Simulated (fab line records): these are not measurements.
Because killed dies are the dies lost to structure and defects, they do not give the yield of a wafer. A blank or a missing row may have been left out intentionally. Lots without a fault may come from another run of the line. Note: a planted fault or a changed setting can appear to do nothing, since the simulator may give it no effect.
Shared-tool check	flow rit_cmos	Lots sampled 14, wafers sampled 42

## REASON FOR OPENING
At RIT_WELLDRIVE_RS_MEAS_02 the reading PWELL_RS is flagged on 2 of 14 lots. Fault-free wafers read 429.3 ohm/sq, with a standard deviation of 1.1.
Rule: a lot gets a flag if all its wafers with a number sit over 4 standard deviations from that mean, or if no wafer of it has a number. The other lots count as sound.

lot	measured	on	PWELL_RS (ohm/sq), wafer by wafer	flag
L492	day 2 07:00	film_metro-03	430.1 429.3 431.6	
L493	day 2 12:45	film_metro-04	429.1 429.1 428.5	
L494	day 2 15:41	film_metro-03	429.7 428.9 428.1	
L495	day 2 20:41	film_metro-03	430.4 428.6 429.7	
L499	day 3 15:54	film_metro-03	463.2 462.6 462.3	FLAGGED
L501	day 4 03:33	film_metro-03	464.0 464.0 464.5	FLAGGED
L504	day 4 18:01	film_metro-04	429.8 429.7 429.3	
L505	day 4 21:08	film_metro-03	428.2 428.3 429.0	
L506	day 5 03:55	film_metro-04	430.8 431.1 431.0	
L509	day 5 19:37	film_metro-03	429.4 428.9 429.7	
L511	day 6 13:21	film_metro-03	429.1 428.4 427.4	
L512	day 6 16:44	film_metro-01	428.3 429.9 429.9	
L513	day 6 18:35	film_metro-01	427.1 428.7 427.0	
L515	day 7 03:20	film_metro-01	429.1 429.1 430.0	
On average the flagged lots' numbers are 463.4 ohm/sq, which is +34.1 ohm/sq against the usual, or +31 standard deviations.

## WHICH TOOL EACH LOT WENT THROUGH
The record holds 1 process step before the reading, out of a route of 202 steps. Each cell gives the tool, then ch followed by the chambers the sampled wafers passed through, then the start.
lot	flag	RIT_PWELL_IMPLANT_08
L492		implanter-03 ch 0, day 2 01:25
L493		implanter-03 ch 0, day 2 06:59
L494		implanter-03 ch 0, day 2 10:02
L495		implanter-03 ch 0, day 2 14:41
L499	FLAGGED	implanter-04 ch 0, day 3 10:08
L501	FLAGGED	implanter-04 ch 0, day 3 21:44
L504		implanter-01 ch 0, day 4 12:04
L505		implanter-01 ch 0, day 4 15:33
L506		implanter-03 ch 0, day 4 22:20
L509		implanter-03 ch 0, day 5 13:44
L511		implanter-03 ch 0, day 6 07:23
L512		implanter-04 ch 0, day 6 09:59
L513		implanter-03 ch 0, day 6 12:49
L515		implanter-04 ch 0, day 6 21:44
What the steps here do:
- RIT_PWELL_IMPLANT_08
- RIT_WELLDRIVE_RS_MEAS_02: measures by four-point-probe.

## FLAGGED AGAINST TOTAL, ONE TOOL AT A TIME (gauges that did the reading follow at the end)
step	tool	lots run	flagged	share of the flagged lots	sound lots run after its first flagged lot
RIT_PWELL_IMPLANT_08	implanter-01	2	0	none	-
RIT_PWELL_IMPLANT_08	implanter-03	8	0	none	-
RIT_PWELL_IMPLANT_08	implanter-04	4	2	all	2 (L512,L515)
RIT_WELLDRIVE_RS_MEAS_02	film_metro-01	3	0	none	-
RIT_WELLDRIVE_RS_MEAS_02	film_metro-03	8	2	all	3 (L505,L509,L511)
RIT_WELLDRIVE_RS_MEAS_02	film_metro-04	3	0	none	-

## THE TABLE: WHAT IT ALLOWS
Rows of the table that ran all the flagged lots, 2 in number: implanter-04 at RIT_PWELL_IMPLANT_08; film_metro-03 at RIT_WELLDRIVE_RS_MEAS_02.
- implanter-04 at RIT_PWELL_IMPLANT_08: 2 of its 4 lots flagged. Sound lots followed the first flagged one (L512, L515) on it, something a lasting fault affecting the whole tool could not allow.
- film_metro-03 at RIT_WELLDRIVE_RS_MEAS_02: 2 of its 8 lots flagged. Sound lots followed the first flagged one (L505, L509, L511) on it, something a lasting fault affecting the whole tool could not allow.
Every row of the table either missed a flagged lot or ran a sound lot after the first.

## WHAT WAS PUT IN BY THE SIMULATOR
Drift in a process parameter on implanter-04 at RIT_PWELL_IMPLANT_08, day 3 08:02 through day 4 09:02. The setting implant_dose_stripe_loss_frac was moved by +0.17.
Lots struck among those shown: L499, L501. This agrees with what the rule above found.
